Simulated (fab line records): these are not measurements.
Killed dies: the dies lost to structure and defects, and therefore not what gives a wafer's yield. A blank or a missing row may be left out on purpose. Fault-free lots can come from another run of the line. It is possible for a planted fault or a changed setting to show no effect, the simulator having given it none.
What tool caused it? :: flow rit cmos :: Sampling: 15 lots, 45 wafers, 4 of 202 route steps

WHAT THE GAUGES SHOWED, per wafer
RIT_GATE_CD_MEAS_16 targets a cd of 150 nm.
lot: L348
measured: day 3 03:08
on: cd sem-01
cd nm (nm): 149.1 149.7 147.9

lot: L349
measured: day 3 09:58
on: cd sem-01
cd nm (nm): 152.3 151.8 152.3

lot: L351
measured: day 3 16:02
on: cd sem-01
cd nm (nm): 148.6 148.4 145.8

lot: L352
measured: day 3 19:13
on: cd sem-02
cd nm (nm): 149.4 149.4 150.4

lot: L353
measured: day 4 02:43
on: cd sem-02
cd nm (nm): 148.2 148.0 148.3

lot: L354
measured: day 4 10:35
on: cd sem-01
cd nm (nm): 150.8 150.7 152.1

lot: L356
measured: day 4 16:31
on: cd sem-02
cd nm (nm): 150.6 151.3 150.6

lot: L357
measured: day 4 23:23
on: cd sem-02
cd nm (nm): 151.9 152.5 151.4

lot: L359
measured: day 5 05:36
on: cd sem-01
cd nm (nm): 146.6 148.8 146.9

lot: L360
measured: day 5 08:55
on: cd sem-02
cd nm (nm): 143.6 146.9 145.9

lot: L361
measured: day 5 17:31
on: cd sem-02
cd nm (nm): 147.3 148.3 149.3

lot: L363
measured: day 6 04:19
on: cd sem-01
cd nm (nm): 151.5 154.0 154.0

lot: L364
measured: day 6 06:01
on: cd sem-01
cd nm (nm): 147.4 148.6 145.5

lot: L366
measured: day 6 16:16
on: cd sem-01
cd nm (nm): 153.4 153.9 152.1

lot: L370
measured: day 7 11:36
on: cd sem-02
cd nm (nm): 147.6 148.0 148.1

RIT_NLDD_OVL_MEAS_06.
lot: L348
measured: day 3 12:40
on: overlay-02
NLDD_OVL (nm): -2.3 -3.7 -4.1

lot: L349
measured: day 3 16:38
on: overlay-02
NLDD_OVL (nm): -5.2 -3.3 -2.7

lot: L351
measured: day 3 22:44
on: overlay-02
NLDD_OVL (nm): -1.5 -1.6 -1.9

lot: L352
measured: day 4 01:07
on: overlay-01
NLDD_OVL (nm): 1.3 -0.6 0.7

lot: L353
measured: day 4 09:35
on: overlay-02
NLDD_OVL (nm): 0.3 -1.4 -1.9

lot: L354
measured: day 4 15:39
on: overlay-02
NLDD_OVL (nm): -0.5 1.1 1.3

lot: L356
measured: day 5 00:05
on: overlay-02
NLDD_OVL (nm): 2.2 3.2 1.3

lot: L357
measured: day 5 04:05
on: overlay-01
NLDD_OVL (nm): -0.6 -2.4 -0.2

lot: L359
measured: day 5 11:24
on: overlay-02
NLDD_OVL (nm): -2.0 -1.6 -0.3

lot: L360
measured: day 5 15:04
on: overlay-01
NLDD_OVL (nm): 0.5 -0.7 0.4

lot: L361
measured: day 5 22:49
on: overlay-01
NLDD_OVL (nm): -1.9 -0.5 -1.1

lot: L363
measured: day 6 09:07
on: overlay-02
NLDD_OVL (nm): 0.6 0.2 -0.7

lot: L364
measured: day 6 11:32
on: overlay-02
NLDD_OVL (nm): -0.4 -0.2 1.9

lot: L366
measured: day 6 21:05
on: overlay-01
NLDD_OVL (nm): -2.3 -1.9 -1.6

lot: L370
measured: day 7 18:49
on: overlay-02
NLDD_OVL (nm): -1.5 -0.8 -0.6

RIT_M1_CD_MEAS_90 targets a cd of 2600 nm.
lot: L348
measured: day 4 04:05
on: cd sem-02
cd nm (nm): 2605 2605 2603

lot: L349
measured: day 4 06:42
on: cd sem-01
cd nm (nm): 2599 2601 2601

lot: L351
measured: day 4 12:47
on: cd sem-02
cd nm (nm): 2609 2609 2608

lot: L352
measured: day 4 15:46
on: cd sem-01
cd nm (nm): 2597 2594 2595

lot: L353
measured: day 4 23:16
on: cd sem-01
cd nm (nm): 2604 2604 2602

lot: L354
measured: day 5 05:32
on: cd sem-02
cd nm (nm): 2606 2605 2605

lot: L356
measured: day 5 14:00
on: cd sem-01
cd nm (nm): 2599 2605 2604

lot: L357
measured: day 5 19:03
on: cd sem-02
cd nm (nm): 2601 2599 2601

lot: L359
measured: day 6 01:02
on: cd sem-01
cd nm (nm): 2604 2605 2607

lot: L360
measured: day 6 05:07
on: cd sem-01
cd nm (nm): 2603 2601 2601

lot: L361
measured: day 6 12:28
on: cd sem-02
cd nm (nm): 2604 2605 2603

lot: L363
measured: day 6 23:20
on: cd sem-02
cd nm (nm): 2600 2600 2602

lot: L364
measured: day 7 01:46
on: cd sem-01
cd nm (nm): 2609 2607 2606

lot: L366
measured: day 7 11:42
on: cd sem-02
cd nm (nm): 2604 2607 2606

lot: L370
measured: day 8 09:47
on: cd sem-02
cd nm (nm): 2605 2604 2599

WHAT TOOL EACH LOT RAN ON (gives the tool, then ch and the chambers of the sampled wafers, and finally the start)
lot: L348
RIT_NLDD_STRIP_09: plasma asher-01 ch 0,1, day 3 12:59

lot: L349
RIT_NLDD_STRIP_09: plasma asher-03 ch 0,1, day 3 16:58

lot: L351
RIT_NLDD_STRIP_09: plasma asher-01 ch 0,1, day 3 23:07

lot: L352
RIT_NLDD_STRIP_09: plasma asher-01 ch 0,1, day 4 01:27

lot: L353
RIT_NLDD_STRIP_09: plasma asher-04 ch 0,1, day 4 09:55

lot: L354
RIT_NLDD_STRIP_09: plasma asher-01 ch 0,1, day 4 15:59

lot: L356
RIT_NLDD_STRIP_09: plasma asher-03 ch 0,1, day 5 00:26

lot: L357
RIT_NLDD_STRIP_09: plasma asher-04 ch 0,1, day 5 04:29

lot: L359
RIT_NLDD_STRIP_09: plasma asher-04 ch 0,1, day 5 11:47

lot: L360
RIT_NLDD_STRIP_09: plasma asher-03 ch 0,1, day 5 15:24

lot: L361
RIT_NLDD_STRIP_09: plasma asher-04 ch 0,1, day 5 23:09

lot: L363
RIT_NLDD_STRIP_09: plasma asher-04 ch 0,1, day 6 09:28

lot: L364
RIT_NLDD_STRIP_09: plasma asher-01 ch 0,1, day 6 11:53

lot: L366
RIT_NLDD_STRIP_09: plasma asher-04 ch 0,1, day 6 21:25

lot: L370
RIT_NLDD_STRIP_09: plasma asher-01 ch 0,1, day 7 19:09
- RIT_NLDD_STRIP_09: strips in O2, time 180 s.

WHAT THE TOOLS THEMSELVES READ (means of the sampled wafers that have a number; where no wafer has one, the mark that the record gives instead)
RIT_NLDD_STRIP_09.
lot: L348
tool: plasma asher-01
drypump motor current A (A): 5.5

lot: L349
tool: plasma asher-03
drypump motor current A (A): 6.2

lot: L351
tool: plasma asher-01
drypump motor current A (A): 5.9

lot: L352
tool: plasma asher-01
drypump motor current A (A): 5.5

lot: L353
tool: plasma asher-04
drypump motor current A (A): 5.8

lot: L354
tool: plasma asher-01
drypump motor current A (A): 5.8

lot: L356
tool: plasma asher-03
drypump motor current A (A): 6.2

lot: L357
tool: plasma asher-04
drypump motor current A (A): 5.7

lot: L359
tool: plasma asher-04
drypump motor current A (A): 5.8

lot: L360
tool: plasma asher-03
drypump motor current A (A): 6.3

lot: L361
tool: plasma asher-04
drypump motor current A (A): 5.7

lot: L363
tool: plasma asher-04
drypump motor current A (A): 5.7

lot: L364
tool: plasma asher-01
drypump motor current A (A): 5.9

lot: L366
tool: plasma asher-04
drypump motor current A (A): 5.8

lot: L370
tool: plasma asher-01
drypump motor current A (A): 5.5

THE ANSWER, worked out from the rows above alone
Rule: usual is defined by the lots themselves. The widest of any qualifying gaps counts: lots, ordered by their means at a reading, are off when they make up no more than a third of the lots, leave a main group of 4 or more, and stand apart from it by 3 or more times the standard deviation of that group's means. Not used: any main group whose means are identical at the precision the tables above print for the reading. A lot without any number at a reading at which 4 lots or more have one is off too. Where the step has rows for the other lots, those lots are counted as sound. Order of review: gauges by route order, followed by the tools' own readings, for which a lot's mean as printed above is used. At the first step where some lot is off, the reading lying furthest off is the one used; lots without a number count as furthest.
None of the lots is off at any reading shown; this tells nothing.

WHAT THE SIMULATOR PUT IN
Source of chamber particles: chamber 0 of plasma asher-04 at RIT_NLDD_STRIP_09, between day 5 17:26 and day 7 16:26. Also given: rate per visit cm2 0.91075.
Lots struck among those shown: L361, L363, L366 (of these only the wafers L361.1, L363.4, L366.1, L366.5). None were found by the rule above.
